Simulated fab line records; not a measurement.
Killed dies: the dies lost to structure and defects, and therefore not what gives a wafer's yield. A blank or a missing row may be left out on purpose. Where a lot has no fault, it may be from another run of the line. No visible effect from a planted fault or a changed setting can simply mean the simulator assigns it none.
Which tool is to blame? | flow rit-cmos | Sampling: 7 lots, 21 wafers, 2 of 202 route steps

WHAT THE GAUGES SHOWED, per wafer
RIT_ACTIVE_THK_MEAS_02.
lot  | measured    | on            | ACTIVE_OXIDE_THK (nm)
L949 | day 1 18:32 | film-metro-01 | 46.9 46.3 47.0
L952 | day 2 09:06 | film-metro-02 | 48.2 48.2 48.4
L956 | day 3 04:19 | film-metro-03 | 46.5 46.8 46.7
L960 | day 4 01:40 | film-metro-01 | 46.3 45.7 46.4
L963 | day 4 15:03 | film-metro-02 | 48.1 47.3 48.4
L965 | day 5 01:32 | film-metro-01 | 53.0 53.2 52.7
L967 | day 5 11:22 | film-metro-02 | 51.9 52.7 52.5

TOOL THAT RAN EACH LOT (tool first, then ch and the chambers of the sampled wafers, then the start)
lot  | RIT_ACTIVE_OXIDATION_01
L949 | furnace-04 ch 0, day 1 16:37
L952 | furnace-01 ch 0, day 2 07:10
L956 | furnace-04 ch 0, day 3 02:22
L960 | furnace-04 ch 0, day 3 23:43
L963 | furnace-03 ch 0, day 4 13:07
L965 | furnace-03 ch 0, day 4 23:37
L967 | furnace-03 ch 0, day 5 09:26
- RIT_ACTIVE_OXIDATION_01: target thk 46.8 nm, ox time 3360 s.

THE ANSWER, worked out from the rows above alone
Rule: the lots themselves supply what counts as usual. Put in order of their means at a reading, lots are off if they are a third of the lots or fewer, leave a main group of 4 or more, and stand apart from it by a gap of 3 or more times the standard deviation of the main group's means; of several such gaps the widest counts. If all means in a main group match to the digits the tables above print for the reading, that group is not used. A lot without any number at a reading at which 4 lots or more have one is off too. Any other lot the step has rows for is counted as sound.
Off: L965, L967, at RIT_ACTIVE_THK_MEAS_02 (ACTIVE_OXIDE_THK). The main group has a mean of 47.1 nm with a standard deviation of 0.81.
If a tool, at a process step before that reading, ran all the lots that are off and no sound lot after the first of them, it fits. Gauges at RIT_ACTIVE_THK_MEAS_02: tried the same way as those tools. One fits: RIT_ACTIVE_OXIDATION_01 on furnace-03. A fault onset in the window from L963 (day 4 13:07, its last sound lot) to L965 (day 4 23:37, its first lot off) fits.

WHAT THE SIMULATOR PUT IN
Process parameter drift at RIT_ACTIVE_OXIDATION_01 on furnace-03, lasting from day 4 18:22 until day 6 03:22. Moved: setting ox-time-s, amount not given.
Lots struck among those shown: L965, L967. The same result came from the rule above.
